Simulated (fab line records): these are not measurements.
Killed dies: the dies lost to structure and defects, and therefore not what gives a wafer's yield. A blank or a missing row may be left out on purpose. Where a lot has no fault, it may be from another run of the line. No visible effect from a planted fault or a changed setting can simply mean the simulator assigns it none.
Which tool was responsible? / flow rit cmos / Sampling: 13 lots, 39 wafers, 2 of 202 route steps

== WHAT THE GAUGES READ, wafer by wafer ==
RIT_GATE_CD_MEAS_16: target cd 150 nm.
lot=L791; measured=day 2 16:55; on=cd sem-02; cd nm (nm)=150.4 150.4 151.8
lot=L792; measured=day 2 18:32; on=cd sem-02; cd nm (nm)=152.0 150.2 150.7
lot=L793; measured=day 3 03:59; on=cd sem-02; cd nm (nm)=150.8 149.7 151.0
lot=L795; measured=day 3 10:34; on=cd sem-02; cd nm (nm)=153.9 155.9 155.4
lot=L799; measured=day 4 06:54; on=cd sem-01; cd nm (nm)=193.3 193.4 193.9
lot=L807; measured=day 5 23:34; on=cd sem-01; cd nm (nm)=150.9 149.3 148.8
lot=L808; measured=day 6 03:56; on=cd sem-02; cd nm (nm)=149.3 148.7 149.2
lot=L809; measured=day 6 11:22; on=cd sem-02; cd nm (nm)=151.0 151.2 151.4
lot=L810; measured=day 6 13:19; on=cd sem-01; cd nm (nm)=146.8 145.5 147.0
lot=L811; measured=day 6 20:52; on=cd sem-01; cd nm (nm)=145.4 145.6 149.1
lot=L812; measured=day 6 23:29; on=cd sem-02; cd nm (nm)=153.0 149.2 151.3
lot=L813; measured=day 7 06:20; on=cd sem-02; cd nm (nm)=146.9 148.0 148.3
lot=L814; measured=day 7 11:42; on=cd sem-01; cd nm (nm)=154.3 153.5 155.0

== WHAT TOOL EACH LOT RAN ON (gives the tool, then ch and the chambers of the sampled wafers, and finally the start) ==
lot=L791; RIT_GATE_EXPOSE_13=iline stepper-02 ch 0, day 2 16:31
lot=L792; RIT_GATE_EXPOSE_13=iline stepper-02 ch 0, day 2 18:08
lot=L793; RIT_GATE_EXPOSE_13=iline stepper-02 ch 0, day 3 03:35
lot=L795; RIT_GATE_EXPOSE_13=iline stepper-02 ch 0, day 3 10:10
lot=L799; RIT_GATE_EXPOSE_13=iline stepper-02 ch 0, day 4 06:30
lot=L807; RIT_GATE_EXPOSE_13=iline stepper-02 ch 0, day 5 23:10
lot=L808; RIT_GATE_EXPOSE_13=iline stepper-02 ch 0, day 6 03:32
lot=L809; RIT_GATE_EXPOSE_13=iline stepper-01 ch 0, day 6 10:58
lot=L810; RIT_GATE_EXPOSE_13=iline stepper-01 ch 0, day 6 12:55
lot=L811; RIT_GATE_EXPOSE_13=iline stepper-01 ch 0, day 6 20:28
lot=L812; RIT_GATE_EXPOSE_13=iline stepper-01 ch 0, day 6 23:05
lot=L813; RIT_GATE_EXPOSE_13=iline stepper-02 ch 0, day 7 05:56
lot=L814; RIT_GATE_EXPOSE_13=iline stepper-02 ch 0, day 7 11:13
- RIT_GATE_EXPOSE_13: exposes mask M6, target cd 150 nm.

== AS READ BY THE TOOLS THEMSELVES (means over the sampled wafers that have a number; for cases with no such wafer, the mark the record gives instead) ==
The record holds no such reading with a usual standard deviation.

== THE ANSWER, worked out from the rows above alone ==
Rule: usual is defined by the lots themselves. Put in order of their means at a reading, lots are off if they are a third of the lots or fewer, leave a main group of 4 or more, and stand apart from it by a gap of 3 or more times the standard deviation of the main group's means; of several such gaps the widest counts. A main group whose means are all the same, to the digits that the tables above print for the reading, isn't used. Also off: a lot with no number at a reading for which 4 or more lots have one. The other lots that the step has rows for count as sound. The gauges are gone through in route order, then the tools' own readings, and for those a lot's mean is taken as printed above. The first step at which some lot is off is used, and at that step the reading that is off furthest; a lot without a number counts as furthest.
Off: L799, at RIT_GATE_CD_MEAS_16 (cd nm). Mean 150.3 nm and standard deviation 2.5 in the main group.
A tool fits if, at a process step before that reading, it ran every lot that is off, and no sound lot after the first of them. The gauges at RIT_GATE_CD_MEAS_16 are tried like those tools. Of those tried, none fits.

== WHAT THE SIMULATOR PUT IN ==
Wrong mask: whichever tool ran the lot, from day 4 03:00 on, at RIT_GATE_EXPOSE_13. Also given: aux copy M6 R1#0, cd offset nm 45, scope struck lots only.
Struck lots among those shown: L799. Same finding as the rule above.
